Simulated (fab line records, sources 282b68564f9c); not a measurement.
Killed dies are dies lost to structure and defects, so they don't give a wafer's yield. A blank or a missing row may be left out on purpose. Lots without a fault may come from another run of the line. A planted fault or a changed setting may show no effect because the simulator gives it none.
Chamber matching | flow rit_cmos | RIT_ACTIVE_ETCH_13 on rie_diel-04: 4 sister chambers
The step etches Si3N4 in SF6, stops on SiO2, time 210 s, target depth 210 nm. 4 wafers are shown with their chamber, then 7 later ones without.

WAFERS WITH THEIR CHAMBER
wafer  | chamber | throttle_valve_pct (%)
L543.6 | 1       | 7.45
L544.1 | 3       | 7.49
L550.2 | 2       | 7.47
L550.3 | 0       | 7.66

WAFERS WITHOUT THEIR CHAMBER
wafer  | throttle_valve_pct (%)
L550.6 | 7.49
L552.2 | 7.65
L552.3 | 7.48
L552.4 | 7.47
L556.2 | 7.66
L556.3 | 7.47
L556.4 | 7.48

WHICH CHAMBER EACH WENT THROUGH
wafer  | from the rows above     | in truth
L550.6 | 3                       | 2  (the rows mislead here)
L552.2 | 0                       | 0
L552.3 | can't be placed: 3 or 2 | 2
L552.4 | 2                       | 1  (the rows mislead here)
L556.2 | 0                       | 0
L556.3 | 2                       | 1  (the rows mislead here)
L556.4 | can't be placed: 3 or 2 | 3
Placed correctly: 2 of 7. Can't be placed from these rows: 2 (the true chamber is among the candidates in 2). Placed wrongly: 3.
How it was worked out, from the rows above alone: a wafer's distance from a chamber is the root of the sum, over the readings, of the square of ((its reading less the chamber's mean) divided by the reading's scatter). The wafer belongs to the nearest chamber; if the next one is less than 2 further off, it can't be placed. A chamber's mean is the mean of its shown wafers. The scatter: with one shown wafer a chamber, the root of the mean of the squares of how far each hidden wafer lies from its nearest shown one.
